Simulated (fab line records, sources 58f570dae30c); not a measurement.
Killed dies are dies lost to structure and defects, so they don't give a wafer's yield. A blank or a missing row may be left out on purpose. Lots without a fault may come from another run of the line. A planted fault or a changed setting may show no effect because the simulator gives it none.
Which tool did it? | flow berkeley_cmos170 | 7 lots, 21 wafers sampled, at 1 step of a route of 331

WHAT THE GAUGES READ, wafer by wafer
UCB170_NLDD_OVL_MEAS_07.
lot  | measured     | on         | NLDD_OVL (nm)
L879 | day 7 21:30  | overlay-02 | -4 -1 5
L880 | day 8 05:59  | overlay-02 | 2 -4 -6
L882 | day 8 20:02  | overlay-01 | 6 3 0
L883 | day 8 20:38  | overlay-01 | -1 -6 4
L892 | day 10 09:19 | overlay-02 | -5 -5 1
L893 | day 10 09:54 | overlay-02 | -3 -4 -10
L895 | day 11 02:26 | overlay-01 | -1 -6 -2

WHICH TOOL RAN EACH LOT (tool, then ch and the chambers of the sampled wafers, then the start)
The record holds no process step before these readings.

THE ANSWER, worked out from the rows above alone
Rule: what is usual is taken from the lots themselves. Put in order of their means at a reading, lots are off if they are a third of the lots or fewer, leave a main group of 4 or more, and stand apart from it by a gap of 3 or more times the standard deviation of the main group's means; of several such gaps the widest counts. A main group whose means are all the same, to the digits that the tables above print for the reading, isn't used. A lot without any number at a reading at which 4 lots or more have one is off too. The other lots that the step has rows for count as sound.
No lot is off at any reading shown: from this, nothing can be told.

WHAT THE SIMULATOR HAD PUT IN
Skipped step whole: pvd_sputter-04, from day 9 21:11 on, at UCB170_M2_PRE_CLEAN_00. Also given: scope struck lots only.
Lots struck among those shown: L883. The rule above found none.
